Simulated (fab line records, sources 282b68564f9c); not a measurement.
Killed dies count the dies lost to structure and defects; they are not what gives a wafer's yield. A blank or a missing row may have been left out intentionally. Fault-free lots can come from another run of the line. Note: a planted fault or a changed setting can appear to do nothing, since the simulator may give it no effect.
The tool behind it: which one?    flow rit cmos    15 lots with 45 wafers sampled at 6 steps, on a route of 202 steps

== WHAT EACH GAUGE READ, for each wafer ==
RIT_FOX1_THK_MEAS_01. Usual: FOX1_OXIDE_THK gives 350 nm (standard deviation 7.9).
lot   measured     on             FOX1_OXIDE_THK (nm)  flag
L721  day 2 01:25  film metro-02  353 354 351          
L723  day 2 12:20  film metro-02  349 352 347          
L726  day 3 02:55  film metro-03  354 355 350          
L725  day 3 02:56  film metro-02  337 336 336          
L728  day 3 13:51  film metro-02  350 348 352          
L727  day 3 13:52  film metro-04  331 333 334          
L729  day 3 20:58  film metro-04  346 349 342          
L730  day 4 03:56  film metro-04  347 350 352          
L732  day 4 20:13  film metro-02  349 353 351          
L733  day 4 20:13  film metro-04  353 353 354          
L734  day 4 20:14  film metro-03  353 357 356          
L737  day 5 12:27  film metro-04  347 344 338          
L740  day 6 02:39  film metro-04  359 355 357          
L742  day 6 11:06  film metro-04  354 348 346          
L743  day 6 14:56  film metro-02  348 351 350          

RIT_NWELL_TW_MEAS_10. Usual: NWELL_TW gives 2146 (standard deviation 23).
lot   measured     on             NWELL_TW        flag
L721  day 2 07:22  film metro-01  2161 2164 2172  
L723  day 3 01:37  film metro-01  2184 2163 2170  
L726  day 3 10:16  film metro-04  2123 2107 2130  
L725  day 3 10:15  film metro-01  2160 2175 2178  
L728  day 3 21:23  film metro-01  2178 2185 2184  
L727  day 3 21:39  film metro-01  2186 2190 2175  
L729  day 4 01:55  film metro-04  2122 2128 2137  
L730  day 4 17:44  film metro-02  2165 2168 2164  
L732  day 5 01:11  film metro-04  2138 2116 2127  
L733  day 5 01:27  film metro-04  2140 2133 2125  
L734  day 5 01:43  film metro-01  2030 2021 2036  OFF
L737  day 5 16:55  film metro-02  1986 1994 2006  OFF
L740  day 6 06:46  film metro-04  1972 1962 1971  OFF
L742  day 6 16:39  film metro-04  2117 2107 2120  
L743  day 6 20:20  film metro-01  2165 2171 2171  

RIT_WELLDRIVE_RS_MEAS_01: measures by four-point-probe. Usual: NWELL_RS gives 275.5 ohm/sq (standard deviation 0.74).
lot   measured     on             NWELL_RS (ohm/sq)  flag
L721  day 2 18:44  film metro-01  275.7 275.9 275.5  
L723  day 3 12:36  film metro-04  275.0 275.4 275.7  
L726  day 3 17:40  film metro-04  275.5 275.8 275.8  
L725  day 3 17:43  film metro-02  275.4 275.5 276.1  
L728  day 4 09:01  film metro-04  275.2 275.5 275.8  
L727  day 4 09:02  film metro-01  274.2 274.0 274.8  
L729  day 4 09:01  film metro-02  275.4 275.6 276.2  
L730  day 5 02:17  film metro-02  275.9 275.4 275.4  
L732  day 5 08:39  film metro-01  276.5 276.7 276.6  
L733  day 5 10:34  film metro-04  276.0 275.5 275.3  
L734  day 5 10:36  film metro-02  315.4 316.4 316.4  OFF
L737  day 6 00:26  film metro-04  316.9 316.6 315.5  OFF
L740  day 6 15:21  film metro-04  314.7 315.5 315.6  OFF
L742  day 6 23:58  film metro-01  276.4 276.2 276.1  
L743  day 7 04:23  film metro-01  275.0 274.0 274.1  

RIT_M1_OVL_MEAS_10. Usual: M1_OVL gives -1.6 nm (standard deviation 1.5).
lot   measured     on          M1_OVL (nm)     flag
L721  day 4 07:25  overlay-01  -2.5 -2.8 -2.2  
L723  day 5 01:36  overlay-02  -1.8 -1.6 -0.8  
L726  day 5 14:11  overlay-02  -2.2 -0.4 -2.8  
L725  day 6 04:20  overlay-01  -3.5 -2.3 -2.2  
L728  day 6 04:26  overlay-02  -1.7 -1.6 0.1   
L727  day 6 04:04  overlay-01  -3.0 -1.7 -2.9  
L729  day 6 04:38  overlay-01  -2.7 -1.5 -0.5  
L730  day 6 13:24  overlay-02  -2.4 -1.8 -1.9  
L732  day 6 23:07  overlay-01  -3.6 -3.1 -3.6  
L733  day 7 01:02  overlay-01  -1.1 0.6 -0.2   
L734  day 6 23:32  overlay-02  1.2 1.5 0.4     
L737  day 7 08:41  overlay-02  0.3 1.2 -0.7    
L740  day 7 20:49  overlay-02  -0.6 -1.6 -1.7  
L742  day 8 04:10  overlay-01  -0.2 -0.3 0.5   
L743  day 8 06:58  overlay-02  -0.9 -1.7 -1.0  

== TOOL THAT RAN EACH LOT (tool first, then ch and the chambers of the sampled wafers, then the start) ==
lot   RIT_NWELL_IMPLANT_08            RIT_SDANNEAL_RTA_03
L721  implanter-04 ch 0, day 2 07:03  rtp anneal-02 ch 0, day 4 02:40
L723  implanter-02 ch 0, day 3 01:19  rtp anneal-02 ch 0, day 4 20:47
L726  implanter-03 ch 0, day 3 09:58  rtp anneal-02 ch 0, day 5 04:56
L725  implanter-04 ch 0, day 3 09:58  rtp anneal-02 ch 0, day 5 18:00
L728  implanter-02 ch 0, day 3 21:04  rtp anneal-01 ch 0, day 5 18:05
L727  implanter-04 ch 0, day 3 21:20  rtp anneal-01 ch 0, day 5 17:41
L729  implanter-04 ch 0, day 4 01:35  rtp anneal-02 ch 0, day 5 18:14
L730  implanter-02 ch 0, day 4 17:25  rtp anneal-01 ch 0, day 6 08:03
L732  implanter-02 ch 0, day 5 00:51  rtp anneal-02 ch 0, day 6 18:01
L733  implanter-03 ch 0, day 5 01:08  rtp anneal-01 ch 0, day 6 20:05
L734  implanter-02 ch 0, day 5 01:26  rtp anneal-01 ch 0, day 6 17:34
L737  implanter-02 ch 0, day 5 16:35  rtp anneal-02 ch 0, day 7 03:40
L740  implanter-02 ch 0, day 6 06:29  rtp anneal-01 ch 0, day 7 15:59
L742  implanter-04 ch 0, day 6 16:21  rtp anneal-01 ch 0, day 7 23:25
L743  implanter-04 ch 0, day 6 20:01  rtp anneal-02 ch 0, day 8 01:56
- RIT_NWELL_IMPLANT_08
- RIT_SDANNEAL_RTA_03: time 5 s.

== WHAT THE TOOLS THEMSELVES READ (means of the sampled wafers that have a number; where no wafer has one, the mark that the record gives instead) ==
RIT_NWELL_IMPLANT_08. Usual: beam energy keV 170.00, standard deviation 0.058; beam on s 10.01 s, standard deviation 0.19; faraday current uA 158, standard deviation 3; tilt deg 6.998 degrees, standard deviation 0.018.
lot   tool          beam energy keV  beam on s (s)  faraday current uA  tilt deg (degrees)  flag
L721  implanter-04  170.09           9.76           162                 7.011               
L723  implanter-02  170.02           9.84           161                 7.001               
L726  implanter-03  170.03           9.83           161                 6.986               
L725  implanter-04  170.00           10.08          158                 7.014               
L728  implanter-02  170.04           9.90           160                 7.005               
L727  implanter-04  170.03           10.12          157                 6.984               
L729  implanter-04  169.98           10.05          158                 7.007               
L730  implanter-02  169.98           9.93           159                 6.998               
L732  implanter-02  169.84           10.01          158                 7.011               
L733  implanter-03  169.93           10.07          158                 7.003               
L734  implanter-02  170.07           7.92           200                 7.003               OFF
L737  implanter-02  170.01           7.90           200                 6.988               OFF
L740  implanter-02  170.01           7.89           201                 6.995               OFF
L742  implanter-04  169.99           9.97           159                 7.010               
L743  implanter-04  170.07           9.94           160                 7.019               

RIT_SDANNEAL_RTA_03. Usual: 1053.5 for wafer_temp_C_max, sd 1.1.
lot   tool           wafer_temp_C_max  flag
L721  rtp anneal-02  1053.1            
L723  rtp anneal-02  1053.6            
L726  rtp anneal-02  1052.7            
L725  rtp anneal-02  1052.5            
L728  rtp anneal-01  1054.2            
L727  rtp anneal-01  1054.3            
L729  rtp anneal-02  1053.9            
L730  rtp anneal-01  1052.5            
L732  rtp anneal-02  1052.5            
L733  rtp anneal-01  1052.9            
L734  rtp anneal-01  1052.8            
L737  rtp anneal-02  1053.8            
L740  rtp anneal-01  1054.1            
L742  rtp anneal-01  1053.5            
L743  rtp anneal-02  1054.0            

== THE ANSWER, worked out from the rows above alone ==
Rule: take the mean of a lot's wafers that have a number; if it is more than 3 standard deviations from the usual mean, the lot is off. Also off: a lot with no number at a reading for which 4 or more lots have one. All remaining lots with rows at the step are treated as sound. The gauges are gone through in route order, then the tools' own readings, and for those a lot's mean is taken as printed above. The first step at which some lot is off is used, and at that step the reading that is off furthest; a lot without a number counts as furthest.
Off: at RIT_NWELL_TW_MEAS_10 (NWELL_TW), L734, L737, L740.
A tool fits if, at a process step before that reading, it ran every lot that is off, and no sound lot after the first of them. The gauges at RIT_NWELL_TW_MEAS_10 aren't tried: what is off there is off at RIT_NWELL_IMPLANT_08 too, on other tools, and a gauge's error can't cause that. One fits: implanter-02 at RIT_NWELL_IMPLANT_08. A fault onset in the window from L732 (day 5 00:51, its last sound lot) to L734 (day 5 01:26, its first lot off) fits.
The tool's own readings at RIT_NWELL_IMPLANT_08 bear it out: on the lots that are off they differ by more than 5 times the standard deviation of the sound lots' means. beam on s reads 7.90 s there against 9.96 s on the sound lots; faraday current uA reads 200 there against 159 on the sound lots.

== WHAT WAS PUT IN BY THE SIMULATOR ==
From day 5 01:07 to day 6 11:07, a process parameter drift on implanter-02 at RIT_NWELL_IMPLANT_08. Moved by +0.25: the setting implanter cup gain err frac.
Struck lots among those shown: L734, L737, L740. The same result came from the rule above.
